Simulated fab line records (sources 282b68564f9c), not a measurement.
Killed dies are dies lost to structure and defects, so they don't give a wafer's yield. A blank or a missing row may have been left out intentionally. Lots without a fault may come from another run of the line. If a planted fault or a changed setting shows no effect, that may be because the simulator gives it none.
The tool behind it: which one? ; flow rit cmos ; 14 lots with 42 wafers sampled at 3 steps, on a route of 202 steps

== WHAT THE GAUGES READ, wafer by wafer ==
RIT_SILICIDE_RS_MEAS_02: a four-point-probe measurement. Usual: SILICIDE_TI_RS 45.6 ohm/sq, standard deviation 0.58.
lot;measured;on;SILICIDE_TI_RS (ohm/sq);flag
L321;day 3 07:02;film metro-03;44.8 46.3 44.9;
L323;day 3 14:01;film metro-01;45.1 45.4 46.3;
L324;day 4 01:29;film metro-04;45.1 45.5 44.9;
L325;day 4 07:27;film metro-04;46.1 46.8 45.5;
L327;day 4 14:43;film metro-03;45.4 45.4 46.4;
L326;day 4 14:58;film metro-04;45.7 45.7 45.8;
L328;day 4 22:28;film metro-04;45.1 44.6 44.9;
L329;day 5 05:56;film metro-01;45.0 45.5 45.1;
L330;day 5 08:38;film metro-01;45.9 46.0 45.9;
L331;day 5 12:18;film metro-01;46.0 46.1 45.8;
L335;day 6 05:43;film metro-04;35.8 36.0 35.4;OFF
L336;day 6 08:50;film metro-01;45.8 46.0 45.5;
L337;day 6 15:36;film metro-04;35.6 35.5 35.8;OFF
L344;day 8 14:04;film metro-01;44.8 45.0 45.3;

RIT_SILICIDE_THK_MEAS_03: measures by xrf. Usual: SILICIDE_TI_THK 31.1 nm, standard deviation 0.35.
lot;measured;on;SILICIDE_TI_THK (nm);flag
L321;day 3 07:08;film metro-03;31.7 30.7 31.5;
L323;day 3 14:07;film metro-01;31.4 31.2 30.9;
L324;day 4 01:35;film metro-04;31.2 30.8 31.2;
L325;day 4 07:34;film metro-04;30.6 30.2 30.9;
L327;day 4 14:50;film metro-03;31.0 31.0 30.6;
L326;day 4 15:04;film metro-04;30.9 30.7 30.7;
L328;day 4 22:34;film metro-04;31.1 31.4 31.2;
L329;day 5 06:03;film metro-01;31.3 31.4 31.4;
L330;day 5 08:44;film metro-01;31.0 30.9 30.9;
L331;day 5 12:25;film metro-01;30.9 30.9 31.0;
L335;day 6 05:50;film metro-04;37.5 37.3 37.8;OFF
L336;day 6 08:56;film metro-01;31.1 30.9 31.2;
L337;day 6 15:43;film metro-04;37.5 37.7 37.3;OFF
L344;day 8 14:11;film metro-01;31.7 31.5 31.3;

== WHAT TOOL EACH LOT RAN ON (gives the tool, then ch and the chambers of the sampled wafers, and finally the start) ==
lot;RIT_SILICIDE_SPUTTER_01
L321;pvd sputter-02, day 3 06:51
L323;pvd sputter-02, day 3 13:49
L324;pvd sputter-04, day 4 01:17
L325;pvd sputter-01, day 4 07:18
L327;pvd sputter-02, day 4 14:33
L326;pvd sputter-01, day 4 14:47
L328;pvd sputter-02, day 4 22:17
L329;pvd sputter-04, day 5 05:47
L330;pvd sputter-01, day 5 08:26
L331;pvd sputter-02, day 5 12:09
L335;pvd sputter-02, day 6 05:34
L336;pvd sputter-04, day 6 08:40
L337;pvd sputter-02, day 6 15:26
L344;pvd sputter-04, day 8 13:55
- RIT_SILICIDE_SPUTTER_01: material Ti, target thk 30 nm, time 240 s.

== WHAT THE TOOLS THEMSELVES READ (means of the sampled wafers that have a number; where no wafer has one, the mark that the record gives instead) ==
RIT_SILICIDE_SPUTTER_01. Usual: 30.1 % for throttle valve pct, sd 0.81.
lot;tool;throttle valve pct (%);flag
L321;pvd sputter-02;29.9;
L323;pvd sputter-02;29.8;
L324;pvd sputter-04;30.4;
L325;pvd sputter-01;30.5;
L327;pvd sputter-02;30.0;
L326;pvd sputter-01;28.6;
L328;pvd sputter-02;30.7;
L329;pvd sputter-04;30.0;
L330;pvd sputter-01;30.2;
L331;pvd sputter-02;29.9;
L335;pvd sputter-02;30.0;
L336;pvd sputter-04;29.7;
L337;pvd sputter-02;30.4;
L344;pvd sputter-04;30.2;

== THE ANSWER, worked out from the rows above alone ==
Rule: lot off if the mean of its wafers having a number is beyond 3 standard deviations from the usual mean. A lot without any number at a reading at which 4 lots or more have one is off too. Where the step has rows for the other lots, those lots are counted as sound. The gauges are gone through in route order, then the tools' own readings, and for those a lot's mean is taken as printed above. The first step at which some lot is off is used, and at that step the reading that is off furthest; a lot without a number counts as furthest.
Off: L335, L337, seen at RIT_SILICIDE_RS_MEAS_02 (SILICIDE_TI_RS).
If a tool, at a process step before that reading, ran all the lots that are off and no sound lot after the first of them, it fits. Gauges at RIT_SILICIDE_RS_MEAS_02: tried the same way as those tools. This does not decide it: 2 tools fit, namely pvd sputter-02 at RIT_SILICIDE_SPUTTER_01 and film metro-04 at RIT_SILICIDE_RS_MEAS_02.

== WHAT HAD BEEN PUT IN BY THE SIMULATOR ==
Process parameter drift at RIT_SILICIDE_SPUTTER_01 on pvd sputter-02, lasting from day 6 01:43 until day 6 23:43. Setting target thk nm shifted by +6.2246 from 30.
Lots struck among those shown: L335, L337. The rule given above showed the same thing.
